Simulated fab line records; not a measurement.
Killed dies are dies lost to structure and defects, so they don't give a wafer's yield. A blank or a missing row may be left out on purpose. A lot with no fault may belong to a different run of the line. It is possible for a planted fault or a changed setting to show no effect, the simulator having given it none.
Shared-tool check	flow rit-cmos	14 lots, 48 wafers sampled

== WHY THIS WAS OPENED ==
RIT_NWELL_TW_MEAS_10, reading NWELL_TW: flagged on 2 of 14 lots. No-fault wafers: 2150, standard deviation 25.
Rule: a lot is flagged in two cases, either no wafer of it has a number, or all its wafers with numbers fall more than 4 standard deviations from that mean. The rest of the lots are taken to be sound.

lot	measured	on	NWELL_TW, wafer by wafer	flag
L433	day 2 03:43	film-metro-02	2127 2120 2125	
L434	day 2 10:04	film-metro-03	2161 2168 2170	
L435	day 2 10:19	film-metro-03	2187 2167 2159	
L436	day 2 14:58	film-metro-02	2122 2136 2110	
L437	day 2 18:33	film-metro-03	2162 2166 2173	
L438	day 2 23:46	film-metro-01	2159 2170 2162	
L439	day 3 04:32	film-metro-03	2164 2161 2178	
L440	day 3 10:50	film-metro-03	2166 2175 2161	
L443	day 4 01:35	film-metro-02	2123 2126 2124	
L444	day 4 09:47	film-metro-03	2164 2155 2160	
L445	day 4 14:29	film-metro-02	2114 2113 2121	
L447	day 4 20:42	film-metro-02	2106 2114 2120	
L452	day 5 22:49	film-metro-01	2018 2017 2014 2001 2020 2013	FLAGGED
L453	day 6 01:42	film-metro-03	1998 2007 1994 2004 2000 2004	FLAGGED
Average over the flagged lots: 2008; offset from the usual -142, equal to -6 standard deviations.

== LOT BY LOT: THE TOOL USED ==
The record keeps 1 process step preceding the reading, out of 202 steps on the route. Cell contents, in order: the tool; ch with the chambers the sampled wafers went through; the start.
lot	flag	RIT_NWELL_IMPLANT_08
L433		implanter-01 ch 0, day 2 03:24
L434		implanter-02 ch 0, day 2 09:45
L435		implanter-01 ch 0, day 2 10:01
L436		implanter-03 ch 0, day 2 14:41
L437		implanter-02 ch 0, day 2 18:13
L438		implanter-03 ch 0, day 2 23:26
L439		implanter-02 ch 0, day 3 04:12
L440		implanter-01 ch 0, day 3 10:33
L443		implanter-02 ch 0, day 4 01:17
L444		implanter-02 ch 0, day 4 09:30
L445		implanter-03 ch 0, day 4 14:10
L447		implanter-02 ch 0, day 4 20:22
L452	FLAGGED	implanter-02 ch 0, day 5 22:30
L453	FLAGGED	implanter-02 ch 0, day 6 01:25
What is done by these steps:
- RIT_NWELL_IMPLANT_08
- RIT_NWELL_TW_MEAS_10

== FLAGGED OVER TOTAL, TOOL BY TOOL (the gauges that took the reading come last) ==
step	tool	lots run	flagged	share of the flagged lots	sound lots run after its first flagged lot
RIT_NWELL_IMPLANT_08	implanter-01	3	0	none	-
RIT_NWELL_IMPLANT_08	implanter-02	8	2	all	0
RIT_NWELL_IMPLANT_08	implanter-03	3	0	none	-
RIT_NWELL_TW_MEAS_10	film-metro-01	2	1	some	0
RIT_NWELL_TW_MEAS_10	film-metro-02	5	0	none	-
RIT_NWELL_TW_MEAS_10	film-metro-03	7	1	some	0

== WHAT THE TABLE ALLOWS ==
In the table, 1 row covers all flagged lots: implanter-02 at RIT_NWELL_IMPLANT_08.
- implanter-02 at RIT_NWELL_IMPLANT_08 ran 8 lots, 2 of them flagged. It ran its last sound lot, L447, at day 4 20:22 and its first flagged lot, L452, at day 5 22:30: a fault with its onset between the two fits. Its own readings (beam-energy-keV) fall more than 4 standard deviations out on all wafers of the flagged lots.
Just one tool remains: implanter-02 at RIT_NWELL_IMPLANT_08.

== WHAT WAS PUT IN BY THE SIMULATOR ==
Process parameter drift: implanter-02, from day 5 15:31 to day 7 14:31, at RIT_NWELL_IMPLANT_08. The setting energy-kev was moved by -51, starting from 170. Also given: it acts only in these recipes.
Shown lots that were struck: L452, L453. Same finding as the rule above.
